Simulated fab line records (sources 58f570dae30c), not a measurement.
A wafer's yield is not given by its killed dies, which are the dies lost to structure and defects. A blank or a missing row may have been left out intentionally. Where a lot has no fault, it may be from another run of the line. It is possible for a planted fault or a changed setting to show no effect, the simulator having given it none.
8D (eight disciplines) problem report, filled in by code | flow berkeley-cmos170 | the parts of the form that need people (team, actions taken, sign-off) are left out

1. THE ISSUE
Wafers free of any fault read 1008 (standard deviation 8.1) for PLDD_TW at UCB170_PLDD_TW_MEAS_11, against a mean of 955 on 6 wafers of 2 lots. Measured from the usual mean, that is -6.6 standard deviations.
Earliest sighting: wafer L475.1 on film-metro-02 at day 7 05:45. At this step, 42 wafers from 14 lots have a number in the record. Rule for "out" (also "out of limits"): further than 4 standard deviations from the usual mean. The other wafers with a number count as sound.

2. WHAT IT IS, AND WHAT IT ISN'T
question                    | is                           | is not
which readings at this step | PLDD_TW                      | -
which lots                  | L475, L476                   | L473, L479, L481, L482, L485, L486, L487, L488, L489, L490, L492, L493
which wafers of those lots  | all that have a number       | -
read on which gauges        | film-metro-02, film-metro-04 | film-metro-01
when                        | from day 7 05:45             | up to then (3 sound wafers); but 33 sound wafers of L479, L481, L482, L485, L486, L487, L488, L489, L490, L492, L493 came after

3. WHAT RULES OUT EACH SUSPECT
Counting: a tool at any process step up to the reading remains a suspect when it ran all the lots that are out and ran no sound lot after the first of those.
- the gauge at UCB170_PLDD_TW_MEAS_11: ruled out. Those wafers that are out were read across 2 gauges (film-metro-02, film-metro-04).
- implanter-03 at UCB170_PLDD_IMPLANT_08: ruled out as a lasting fault. After its first lot that is out, L475 (day 7 05:21), sound lots L493 ran on it.
Left after counting: nothing in the record.

4. THE CAUSE (what the simulator had put in)
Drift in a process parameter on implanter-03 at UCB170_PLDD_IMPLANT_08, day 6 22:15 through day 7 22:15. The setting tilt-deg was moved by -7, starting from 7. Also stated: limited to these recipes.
Counting ruled it out, wrongly: the rule takes a fault to strike every lot that its tool runs from its start on, and this one did not.

5. SEQUENCE OF EFFECTS, ordered by route
Each row: a reading whose mean over the struck wafers that have a number lies more than 3 standard deviations from the usual. Scope: only readings with a usual standard deviation given in the record; hours: median across lots of the time from each lot's start at the first step in this table that gives one to its start at this step; sigmas: change in usual standard deviations.
hours | step                   | reading  | usual         | on struck wafers | change | sigmas
0     | UCB170_PLDD_IMPLANT_08 | tilt-deg | 6.997 degrees | 0.002            | -6.995 | -99 or more
0     | UCB170_PLDD_TW_MEAS_11 | PLDD_TW  | 1008          | 955              | -53    | -6.6
Here are the process steps it includes:
- UCB170_PLDD_IMPLANT_08
Later measuring or inspecting steps at which every struck wafer that the step has a row for has a number for every such reading, and none has moved that far: UCB170_NLDD_OVL_MEAS_07.

6. WHAT WOULD HAVE CAUGHT IT SOONER
8 hours passed between the start of the fault at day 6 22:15 and the first reading out of limits at a measuring or inspecting step in this record, taken at day 7 05:45.
The tool's own readings at UCB170_PLDD_IMPLANT_08 were out on every struck wafer that the step has a row for (tilt-deg): an alarm limit on them would have fired on the first of those.
